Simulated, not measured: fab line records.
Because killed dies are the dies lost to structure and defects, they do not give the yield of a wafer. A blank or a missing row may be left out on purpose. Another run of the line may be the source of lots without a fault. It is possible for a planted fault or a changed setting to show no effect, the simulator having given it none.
Lot-split experiment | flow ritCmos | 23 wafers read from 5 lots, route of 202 steps

## SPLIT DETAILS
At RIT_NLDD_SOFTBAKE_02 (time 60 s), the setting tempC was moved away from the recipe's 90 C on 5 of the 23 wafers read, by +1.5% to +3.9%. All remaining wafers had this setting at the recipe value.

The reading comes from the split's own step.

## THE READING
NOVOLAK_of_NLDD_COAT_01.thkNm (the simulator's own value, which no gauge read), in nm, at RIT_NLDD_SOFTBAKE_02 (time 60 s). The file gives no usual value for it. Here, 18 wafers ran the recipe; their average is 999.8 nm with a standard deviation of 2.8 nm.

wafer  | tool, chamber at the split | tempC as run, C | against the recipe | NOVOLAK_of_NLDD_COAT_01.thkNm, nm | against lot-mates on the recipe
L076.1 | lithoTrack-01, 0           | 90              | recipe             | 1003                              | -
L076.3 | lithoTrack-01, 0           | 90              | recipe             | 1001                              | -
L076.6 | lithoTrack-01, 0           | 90              | recipe             | 1001                              | -
L079.1 | lithoTrack-03, 0           | 90              | recipe             | 1004                              | -
L079.2 | lithoTrack-03, 0           | 91.39           | +1.5%              | 998.9                             | -4.6
L079.4 | lithoTrack-03, 0           | 90              | recipe             | 1003                              | -
L079.5 | lithoTrack-03, 0           | 91.39           | +1.5%              | 997.4                             | -6.1
L079.6 | lithoTrack-03, 0           | 91.39           | +1.5%              | 1000                              | -3.5
L081.1 | lithoTrack-02, 0           | 90              | recipe             | 998.2                             | -
L081.2 | lithoTrack-02, 0           | 90              | recipe             | 994.1                             | -
L081.3 | lithoTrack-02, 0           | 93.51           | +3.9%              | 985.9                             | -9.5
L081.4 | lithoTrack-02, 0           | 90              | recipe             | 993.9                             | -
L081.5 | lithoTrack-02, 0           | 93.51           | +3.9%              | 987.2                             | -8.2
L084.1 | lithoTrack-02, 0           | 90              | recipe             | 997                               | -
L084.2 | lithoTrack-02, 0           | 90              | recipe             | 998                               | -
L084.3 | lithoTrack-02, 0           | 90              | recipe             | 999.1                             | -
L084.5 | lithoTrack-02, 0           | 90              | recipe             | 1000                              | -
L084.6 | lithoTrack-02, 0           | 90              | recipe             | 998.8                             | -
L085.2 | lithoTrack-02, 0           | 90              | recipe             | 1001                              | -
L085.6 | lithoTrack-02, 0           | 90              | recipe             | 1001                              | -
L085.3 | lithoTrack-02, 0           | 90              | recipe             | 1003                              | -
L085.4 | lithoTrack-02, 0           | 90              | recipe             | 998.5                             | -
L085.5 | lithoTrack-02, 0           | 90              | recipe             | 1002                              | -

FIT RESULTS
A straight line over all 23 wafers: NOVOLAK_of_NLDD_COAT_01.thkNm changes by -2.99 nm for each +1% of tempC; r = -0.77; the points scatter about the line by 3 nm.
The same after taking each lot's own level away (the mean of its wafers on the recipe; 23 wafers): -2.39 nm for each +1%; r = -0.90; scatter 1.4 nm.
That fit puts the effect of the largest move of tempC on the reading at 9.3 nm.
Measured against the standard deviation above, the lots' own levels, which go from 995.40 to 1003.50 nm, span 2.9 times it.
So the lot-to-lot level blurs the effect unless lot-mates are compared.
Check: -9.35 nm against its lot-mates is what the line predicts for one of the wafers moved furthest among these (+3.9%) when that wafer is left out of the fit. It came out at -9.5 nm against them.

## OTHER SPLITS ON THESE WAFERS
Before the reading, these wafers also passed through other splits. Each is held against what the fit with the lots' levels taken away leaves over:
other split on the same wafers  | wafers away from the commonest value | r with NOVOLAK_of_NLDD_COAT_01.thkNm (lot level and that fit taken away)
RIT_ACTIVE_CVD_03 pressureMtorr | 15                                   | -0.14
RIT_ACTIVE_COAT_06 resistThkNm  | 7                                    | +0.10
RIT_NWELL_IMPLANT_08 doseCm2    | 5                                    | -0.12
RIT_PWELL_HARDBAKE_07 tempC     | 9                                    | +0.04
RIT_GATE_OXIDATION_05 oxTimeS   | 18                                   | +0.11

## THE FILE'S OWN FIT
NOVOLAK_of_NLDD_COAT_01.thkNm changes by -2.37 nm for each +1% of tempC, r = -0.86.
